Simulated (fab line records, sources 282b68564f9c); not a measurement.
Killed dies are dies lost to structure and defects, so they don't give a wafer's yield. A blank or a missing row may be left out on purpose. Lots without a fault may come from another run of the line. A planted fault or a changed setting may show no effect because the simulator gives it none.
Which tool did it? | flow rit_cmos | 12 lots, 36 wafers sampled, at 2 steps of a route of 202

WHAT THE GAUGES READ, wafer by wafer
The record holds no reading of a measuring or inspecting step that can be judged against a usual standard deviation.

WHICH TOOL RAN EACH LOT (tool, then ch and the chambers of the sampled wafers, then the start)
lot  | RIT_ACTIVE_SOFTBAKE_07           | RIT_M1_PROBE_99
L687 | litho_track-02 ch 0, day 1 14:42 | -
L688 | litho_track-02 ch 0, day 1 19:38 | -
L689 | litho_track-02 ch 0, day 1 23:55 | -
L690 | litho_track-04 ch 0, day 2 05:31 | -
L691 | litho_track-04 ch 0, day 2 10:28 | -
L702 | litho_track-02 ch 0, day 4 18:17 | prober-01, day 6 12:49
L703 | litho_track-02 ch 0, day 4 21:56 | -
L704 | litho_track-01 ch 0, day 5 03:14 | -
L705 | litho_track-01 ch 0, day 5 08:56 | -
L707 | litho_track-01 ch 0, day 5 17:53 | -
L708 | litho_track-01 ch 0, day 5 23:07 | -
L710 | litho_track-01 ch 0, day 6 08:56 | -
- RIT_ACTIVE_SOFTBAKE_07: time 60 s.
- RIT_M1_PROBE_99

WHAT THE TOOLS THEMSELVES READ (means of the sampled wafers that have a number; where no wafer has one, the mark that the record gives instead)
RIT_ACTIVE_SOFTBAKE_07. Usual: heater_power_total_W 34.56 W, standard deviation 0.05; plate_temp_C 90.02 C, standard deviation 0.15.
lot  | tool           | heater_power_total_W (W) | plate_temp_C (C) | flag
L687 | litho_track-02 | 34.54                    | 90.03            |
L688 | litho_track-02 | 34.56                    | 90.08            |
L689 | litho_track-02 | 34.59                    | 90.04            |
L690 | litho_track-04 | 34.53                    | 89.77            |
L691 | litho_track-04 | 34.57                    | 90.30            |
L702 | litho_track-02 | 33.98                    | 88.70            | OFF
L703 | litho_track-02 | 33.96                    | 88.86            | OFF
L704 | litho_track-01 | 34.58                    | 89.95            |
L705 | litho_track-01 | 34.54                    | 89.93            |
L707 | litho_track-01 | 34.56                    | 89.89            |
L708 | litho_track-01 | 34.58                    | 90.10            |
L710 | litho_track-01 | 34.57                    | 90.07            |

RIT_M1_PROBE_99. Usual: killed_at_contacts 0.0, standard deviation 0.2; killed_at_front_end 6.6, standard deviation 2.9; killed_dies 6.6, standard deviation 3; killed_open 3.4, standard deviation 2; killed_short 3.2, standard deviation 2.
lot  | tool      | killed_at_contacts | killed_at_front_end | killed_dies | killed_open | killed_short | flag
L702 | prober-01 | 0.0                | 5.3                 | 5.3         | 1.7         | 3.7          |

THE ANSWER, worked out from the rows above alone
Rule: a lot is off if the mean of its wafers that have a number lies more than 3 standard deviations from the usual mean. A lot without any number at a reading at which 4 lots or more have one is off too. The other lots that the step has rows for count as sound. The gauges are gone through in route order, then the tools' own readings, and for those a lot's mean is taken as printed above. The first step at which some lot is off is used, and at that step the reading that is off furthest; a lot without a number counts as furthest.
Off: L702, L703, at RIT_ACTIVE_SOFTBAKE_07 (heater_power_total_W).
A tool fits if, at that step or a process step before it, it ran every lot that is off, and no sound lot after the first of them. One fits: litho_track-02 at RIT_ACTIVE_SOFTBAKE_07. Its last sound lot is L689 (day 1 23:55), its first lot that is off L702 (day 4 18:17): a fault that began between those two fits.
The tool's own readings at RIT_ACTIVE_SOFTBAKE_07 bear it out: on the lots that are off they differ by more than 5 times the standard deviation of the sound lots' means. heater_power_total_W reads 33.97 W there against 34.56 W on the sound lots; plate_temp_C reads 88.78 C there against 90.02 C on the sound lots.

WHAT THE SIMULATOR HAD PUT IN
Process parameter drift: litho_track-02, from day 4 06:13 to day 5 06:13, at RIT_ACTIVE_SOFTBAKE_07. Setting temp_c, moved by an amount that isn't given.
Lots struck among those shown: L702, L703. The rule above found the same.
